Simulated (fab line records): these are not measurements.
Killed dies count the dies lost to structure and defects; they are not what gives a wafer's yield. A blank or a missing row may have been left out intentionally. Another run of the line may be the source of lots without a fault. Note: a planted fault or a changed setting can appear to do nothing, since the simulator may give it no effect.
Struck lot and sound lot, side by side || flow rit_cmos || 17 out of 202 route steps
Sound: these wafers, L103.1, L103.2, L103.3. The struck wafers were L106.2, L106.5, L106.6. The cause is named last.
At each step with rows: each side's tool, then ch and its chambers, then its first start. Under that, the readings that differ: sound wafers || struck wafers || difference of the means || sigmas: that difference in standard deviations of wafers without a fault.
alike: readings with means less than 2 such deviations apart, plus words and numbers identical on both sides. not compared: withheld readings, readings lacking a value on some wafer, bounds such as >300 that could conceal the same value, and numbers that have no deviation in the record and whose values overlap.
A row with sigmas, a row that says differs or no value, or rows on one side alone: a step with any of these is where the two part. When numbers do not overlap yet have no deviation, they are printed without sigmas and do not part them. Lack of a reading on every wafer of one side parts them only where that side has two or more wafers.

first, 2 steps without rows for these wafers: RIT_NRETRO_HARDBAKE_07 (time 120 s); RIT_NRETRO_IMPLANT_08.
RIT_NRETRO_STRIP_09: strips in O2, time 180 s.
  sound on plasma_asher-04 ch 0,1, day 3 14:42; struck on plasma_asher-04 ch 0,1, day 4 18:14
  alike: drypump_motor_current_A
  not compared: rf_hours_counter_h
RIT_NRETRO_TW_MEAS_10:
  sound: film_metro-03 at day 3 14:52; struck: film_metro-02 at day 4 18:26
  alike: NRETRO_TW
then, 6 steps without rows for these wafers: RIT_PRETRO_HMDS_00 (prime time 60 s); RIT_PRETRO_COAT_01 (resist thk 1300 nm); RIT_PRETRO_SOFTBAKE_02 (time 60 s); RIT_PRETRO_EXPOSE_03 (exposes mask M5, target cd 43700 nm); RIT_PRETRO_PEB_04; RIT_PRETRO_DEVELOP_05 (develop time 68 s).
RIT_PRETRO_OVL_MEAS_06:
  sound: overlay-01 at day 3 15:56; struck: overlay-01 at day 4 19:30
  alike: PRETRO_OVL
then, 1 step without rows for these wafers: RIT_PRETRO_HARDBAKE_07 (time 120 s).
RIT_PRETRO_IMPLANT_08:
  sound on implanter-04 ch 0, day 3 16:13; struck on implanter-04 ch 0, day 4 19:49
{"reading": "beam_energy_keV", "sound": "45.004 44.988 45.009", "struck": "60.752 60.770 60.757", "difference": "+15.759", "sigmas": "+99 or more"}
{"reading": "model.implant.rp_nm (nm)", "sound": "149.1 149.1 149.1", "struck": "191 191 191", "difference": "+42", "sigmas": ""}
{"reading": "model.implant.drp_nm (nm)", "sound": "55.07 55.07 55.07", "struck": "65.12 65.12 65.12", "difference": "+10.05", "sigmas": ""}
RIT_PRETRO_STRIP_09: strips in O2, time 180 s.
  sound on plasma_asher-02 ch 0,1, day 3 16:22; struck on plasma_asher-01 ch 0,1, day 4 19:56
  alike: drypump_motor_current_A
  not compared: rf_hours_counter_h
RIT_PRETRO_TW_MEAS_10:
  sound: film_metro-02 at day 3 16:33; struck: film_metro-01 at day 4 20:07
{"reading": "PRETRO_TW", "sound": "480 479 480", "struck": "491 493 493", "difference": "+13", "sigmas": "+3"}
then, 1 step without rows for these wafers: RIT_GATE_WET_ETCH_00 (etches SiO2 in BOE, target depth 56 nm, time 60 s).
RIT_M1_PROBE_99:
  only the struck wafers here have rows in the record (prober-01, day 6 08:05); the sound ones have none

WHERE THEY PART
First at RIT_PRETRO_IMPLANT_08; last, within this record, at RIT_M1_PROBE_99.

WHY: what the simulator had put in
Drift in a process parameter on implanter-04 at RIT_PRETRO_IMPLANT_08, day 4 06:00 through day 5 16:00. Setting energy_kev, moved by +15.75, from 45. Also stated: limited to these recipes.
